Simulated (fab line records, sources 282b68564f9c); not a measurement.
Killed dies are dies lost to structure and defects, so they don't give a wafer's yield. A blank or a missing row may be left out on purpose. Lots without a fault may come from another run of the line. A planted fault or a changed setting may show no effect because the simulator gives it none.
Which tool did it? | flow rit_cmos | 7 lots, 21 wafers sampled, at 2 steps of a route of 202

WHAT THE GAUGES READ, wafer by wafer
RIT_M1_RS_MEAS_01: measures by four-point-probe.
lot  | measured    | on            | M1_AL_RS (ohm/sq)
L376 | day 3 12:05 | film_metro-02 | 0.0688 0.0696 0.0691
L379 | day 4 07:17 | film_metro-02 | 0.0707 0.0697 0.0698
L381 | day 4 16:55 | film_metro-04 | 0.0704 0.0704 0.0702
L383 | day 5 00:07 | film_metro-01 | 0.0703 0.0696 0.0702
L385 | day 5 12:23 | film_metro-01 | 0.0706 0.0704 0.0697
L388 | day 6 02:20 | film_metro-02 | 0.0697 0.0697 0.0702
L393 | day 7 07:43 | film_metro-04 | 0.0692 0.0931 0.0696

WHICH TOOL RAN EACH LOT (tool, then ch and the chambers of the sampled wafers, then the start)
lot  | RIT_M1_SPUTTER_00
L376 | pvd_sputter-01, day 3 11:44
L379 | pvd_sputter-03, day 4 06:58
L381 | pvd_sputter-01, day 4 16:37
L383 | pvd_sputter-01, day 4 23:49
L385 | pvd_sputter-02, day 5 12:05
L388 | pvd_sputter-03, day 6 02:02
L393 | pvd_sputter-03, day 7 07:25
- RIT_M1_SPUTTER_00: material Al, target thk 400 nm, time 522.8 s.

THE ANSWER, worked out from the rows above alone
Rule: what is usual is taken from the lots themselves. Put in order of their means at a reading, lots are off if they are a third of the lots or fewer, leave a main group of 4 or more, and stand apart from it by a gap of 3 or more times the standard deviation of the main group's means; of several such gaps the widest counts. A main group whose means are all the same, to the digits that the tables above print for the reading, isn't used. A lot without any number at a reading at which 4 lots or more have one is off too. The other lots that the step has rows for count as sound.
Off: L393, at RIT_M1_RS_MEAS_01 (M1_AL_RS). The main group: mean 0.0699 ohm/sq, standard deviation 0.00038.
A tool fits if, at a process step before that reading, it ran every lot that is off, and no sound lot after the first of them. The gauges at RIT_M1_RS_MEAS_01 are tried like those tools. Can't be told from this: 2 tools fit, pvd_sputter-03 at RIT_M1_SPUTTER_00, film_metro-04 at RIT_M1_RS_MEAS_01.

WHAT THE SIMULATOR HAD PUT IN
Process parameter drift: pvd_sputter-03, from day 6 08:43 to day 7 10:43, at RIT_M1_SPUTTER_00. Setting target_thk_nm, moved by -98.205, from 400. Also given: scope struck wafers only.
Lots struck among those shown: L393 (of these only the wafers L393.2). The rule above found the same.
